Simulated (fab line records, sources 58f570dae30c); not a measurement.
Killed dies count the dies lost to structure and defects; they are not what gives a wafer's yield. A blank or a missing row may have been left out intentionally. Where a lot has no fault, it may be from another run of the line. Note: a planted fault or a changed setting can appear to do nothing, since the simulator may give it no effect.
What tool caused it? -- flow berkeley-cmos170 -- 42 wafers from 14 lots sampled at 3 of the route's 331 steps

## WHAT THE GAUGES SHOWED, per wafer
UCB170_PLDD_TW_MEAS_11. Usual: PLDD_TW typically reads 1021, with standard deviation 8.1.
lot,measured,on,PLDD_TW,flag
L926,day 6 02:02,film-metro-01,1021 1020 1013,
L927,day 6 14:08,film-metro-03,1029 1031 1035,
L933,day 7 07:51,film-metro-02,1012 1014 1008,
L930,day 7 08:25,film-metro-02,1013 1010 1013,
L932,day 7 08:53,film-metro-02,1013 1012 1014,
L929,day 7 09:02,film-metro-01,1022 1025 1028,
L935,day 7 22:28,film-metro-03,1035 1030 1034,
L937,day 8 03:20,film-metro-02,1013 1015 1011,
L938,day 8 03:53,film-metro-01,1017 1012 1014,
L941,day 9 07:26,film-metro-01,1073 1074 1080,OFF
L945,day 9 19:41,film-metro-01,1025 1024 1025,
L947,day 10 09:51,film-metro-01,1015 1017 1022,
L946,day 10 10:07,film-metro-01,1078 1072 1082,OFF
L948,day 10 14:51,film-metro-03,1032 1032 1032,

UCB170_SDANNEAL_RS_MEAS_04: a four-point-probe measurement. Usual: PLDD_RS typically reads 1032 ohm/sq, with standard deviation 3.3.
lot,measured,on,PLDD_RS (ohm/sq),flag
L926,day 6 19:20,film-metro-02,1036 1036 1036,
L927,day 7 04:35,film-metro-01,1029 1030 1030,
L933,day 7 22:05,film-metro-02,1033 1033 1033,
L930,day 7 22:59,film-metro-03,1032 1033 1031,
L932,day 7 23:35,film-metro-01,1031 1031 1034,
L929,day 8 00:01,film-metro-03,1032 1029 1032,
L935,day 8 10:13,film-metro-02,1027 1028 1029,
L937,day 8 17:52,film-metro-02,1036 1035 1033,
L938,day 8 17:32,film-metro-03,1032 1033 1032,
L941,day 9 17:53,film-metro-03,904 903 903,OFF
L945,day 10 05:33,film-metro-03,1027 1028 1026,
L947,day 10 22:32,film-metro-03,1030 1032 1028,
L946,day 10 22:40,film-metro-02,902 902 905,OFF
L948,day 11 02:06,film-metro-02,1040 1038 1042,

## WHICH TOOL RAN EACH LOT (tool, then ch and the chambers of the sampled wafers, then the start)
lot,UCB170_PLDD_IMPLANT_09
L926,"implanter-01 ch 0, day 6 01:49"
L927,"implanter-03 ch 0, day 6 13:53"
L933,"implanter-01 ch 0, day 7 07:36"
L930,"implanter-01 ch 0, day 7 08:10"
L932,"implanter-03 ch 0, day 7 08:40"
L929,"implanter-04 ch 0, day 7 08:48"
L935,"implanter-03 ch 0, day 7 22:14"
L937,"implanter-04 ch 0, day 8 03:07"
L938,"implanter-03 ch 0, day 8 03:39"
L941,"implanter-03 ch 0, day 9 07:11"
L945,"implanter-01 ch 0, day 9 19:29"
L947,"implanter-04 ch 0, day 10 09:38"
L946,"implanter-03 ch 0, day 10 09:52"
L948,"implanter-01 ch 0, day 10 14:37"
- UCB170_PLDD_IMPLANT_09

## WHAT THE TOOLS THEMSELVES READ (means of the sampled wafers that have a number; where no wafer has one, the mark that the record gives instead)
UCB170_PLDD_IMPLANT_09. Usual: beam-on-s 10.00 s, standard deviation 0.18; dose-ions-cm2 4.999e+13, standard deviation 5.7e+10; faraday-current-uA 158.6, standard deviation 2.9.
lot,tool,beam-on-s (s),dose-ions-cm2,faraday-current-uA,flag
L926,implanter-01,10.02,5.008e+13,158.5,
L927,implanter-03,10.07,4.994e+13,157.6,
L933,implanter-01,10.05,4.995e+13,157.5,
L930,implanter-01,9.92,5.001e+13,159.2,
L932,implanter-03,9.94,4.996e+13,159.8,
L929,implanter-04,10.07,5.004e+13,157.1,
L935,implanter-03,10.05,4.997e+13,157.4,
L937,implanter-04,9.91,4.998e+13,160.2,
L938,implanter-03,10.05,5.006e+13,157.7,
L941,implanter-03,12.47,6.849e+13,174.1,OFF
L945,implanter-01,9.97,5.006e+13,159.4,
L947,implanter-04,9.77,4.995e+13,162.4,
L946,implanter-03,12.21,6.847e+13,177.8,OFF
L948,implanter-01,9.99,5.004e+13,158.6,

## THE ANSWER, worked out from the rows above alone
Rule: take the mean of a lot's wafers that have a number; if it is more than 3 standard deviations from the usual mean, the lot is off. Also off: a lot with no number at a reading for which 4 or more lots have one. Where the step has rows for the other lots, those lots are counted as sound. First the gauges in route order, then the tools' own readings, where a lot's mean is used as printed above. The first step at which some lot is off is used, and at that step the reading that is off furthest; a lot without a number counts as furthest.
Off: at UCB170_PLDD_TW_MEAS_11 (PLDD_TW), L941, L946.
If a tool, at a process step before that reading, ran all the lots that are off and no sound lot after the first of them, it fits. Not tried: the gauges at UCB170_PLDD_TW_MEAS_11; whatever is off there is also off at UCB170_SDANNEAL_RS_MEAS_04, on other tools, and gauge error can't account for it. One fits: implanter-03 at UCB170_PLDD_IMPLANT_09. A fault onset in the window from L938 (day 8 03:39, its last sound lot) to L941 (day 9 07:11, its first lot off) fits.
The tool's own readings at UCB170_PLDD_IMPLANT_09 bear it out: on the lots that are off they differ by more than 5 times the standard deviation of the sound lots' means. beam-on-s reads 12.34 s there against 9.98 s on the sound lots; dose-ions-cm2 reads 6.848e+13 there against 5.000e+13 on the sound lots; faraday-current-uA reads 175.9 there against 158.8 on the sound lots.

## WHAT THE SIMULATOR HAD PUT IN
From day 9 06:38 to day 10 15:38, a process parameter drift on implanter-03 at UCB170_PLDD_IMPLANT_09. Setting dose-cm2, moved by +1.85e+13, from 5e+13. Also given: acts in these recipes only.
Lots struck among those shown: L941, L946. This agrees with what the rule above found.
